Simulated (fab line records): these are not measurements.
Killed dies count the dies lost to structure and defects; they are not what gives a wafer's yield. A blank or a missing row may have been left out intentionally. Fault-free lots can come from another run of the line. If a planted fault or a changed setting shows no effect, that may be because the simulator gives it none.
Which tool was responsible?	flow berkeley cmos170	39 wafers from 13 lots sampled at 3 of the route's 331 steps

WHAT EACH GAUGE READ, for each wafer
UCB170_PWELL_THK_MEAS_03.
lot	measured	on	PWELL_OXIDE_THK (nm)
L588	day 2 18:37	film metro-02	26.1 25.9 25.9
L591	day 3 05:15	film metro-03	27.1 26.9 27.2
L593	day 3 16:41	film metro-04	26.7 26.0 26.1
L592	day 3 16:42	film metro-03	27.3 27.5 27.3
L594	day 4 03:02	film metro-02	26.1 25.4 25.8
L595	day 4 10:08	film metro-04	26.7 26.7 26.6
L596	day 4 10:08	film metro-03	25.7 26.0 25.9
L597	day 4 15:56	film metro-02	25.8 25.3 25.8
L602	day 5 23:05	film metro-04	26.4 26.6 26.3
L603	day 6 02:55	film metro-04	26.8 26.6 26.5
L606	day 6 13:56	film metro-04	26.7 27.5 26.8
L610	day 7 10:57	film metro-04	27.1 27.2 27.4
L611	day 7 21:34	film metro-03	26.3 26.2 26.8

UCB170_PFIELD_TW_MEAS_09.
lot	measured	on	PFIELD_TW
L588	day 4 13:55	film metro-04	602 601 601
L591	day 4 21:53	film metro-04	598 598 599
L593	day 5 12:38	film metro-02	600 599 604
L592	day 5 12:56	film metro-01	592 596 594
L594	day 6 03:34	film metro-04	600 599 601
L595	day 6 03:50	film metro-02	599 601 599
L596	day 6 03:17	film metro-01	599 596 596
L597	day 6 10:22	film metro-01	597 595 597
L602	day 8 01:21	film metro-01	596 594 596
L603	day 8 01:29	film metro-02	603 598 604
L606	day 8 09:11	film metro-02	600 601 600
L610	day 9 19:41	film metro-01	592 593 591
L611	day 9 19:16	film metro-04	598 601 601

UCB170_M2_OVL_MEAS_16.
lot	measured	on	M2_OVL (nm)
L588	day 8 04:38	overlay-01	2 4 6
L591	day 8 14:22	overlay-02	5 5 12
L593	day 9 07:01	overlay-02	-2 -1 -4
L592	day 9 06:59	overlay-02	-4 -7 0
L594	day 9 19:46	overlay-02	-1 -4 -2
L595	day 9 21:56	overlay-02	-5 0 5
L596	day 9 19:22	overlay-01	0 -1 -1
L597	day 9 21:40	overlay-02	-1 4 5
L602	day 11 23:32	overlay-01	9 3 2
L603	day 11 21:54	overlay-01	-1 -6 -2
L606	day 12 08:14	overlay-01	-5 1 0
L610	day 13 16:20	overlay-02	10 9 3
L611	day 13 18:28	overlay-02	0 6 8

WHICH TOOL RAN EACH LOT (tool, then ch and the chambers of the sampled wafers, then the start)
No process step before these readings appears in the record.

AS READ BY THE TOOLS THEMSELVES (means over the sampled wafers that have a number; for cases with no such wafer, the mark the record gives instead)
The record holds no such reading with a usual standard deviation.

THE ANSWER, worked out from the rows above alone
Rule: the usual values come from the lots themselves. Put in order of their means at a reading, lots are off if they are a third of the lots or fewer, leave a main group of 4 or more, and stand apart from it by a gap of 3 or more times the standard deviation of the main group's means; of several such gaps the widest counts. Not used: any main group whose means are identical at the precision the tables above print for the reading. Also off: a lot with no number at a reading for which 4 or more lots have one. Where the step has rows for the other lots, those lots are counted as sound. Order of review: gauges by route order, followed by the tools' own readings, for which a lot's mean as printed above is used. The first step at which some lot is off is used, and at that step the reading that is off furthest; a lot without a number counts as furthest.
No lot is off on any of the readings shown, so nothing can be concluded from this.

WHAT THE SIMULATOR HAD PUT IN
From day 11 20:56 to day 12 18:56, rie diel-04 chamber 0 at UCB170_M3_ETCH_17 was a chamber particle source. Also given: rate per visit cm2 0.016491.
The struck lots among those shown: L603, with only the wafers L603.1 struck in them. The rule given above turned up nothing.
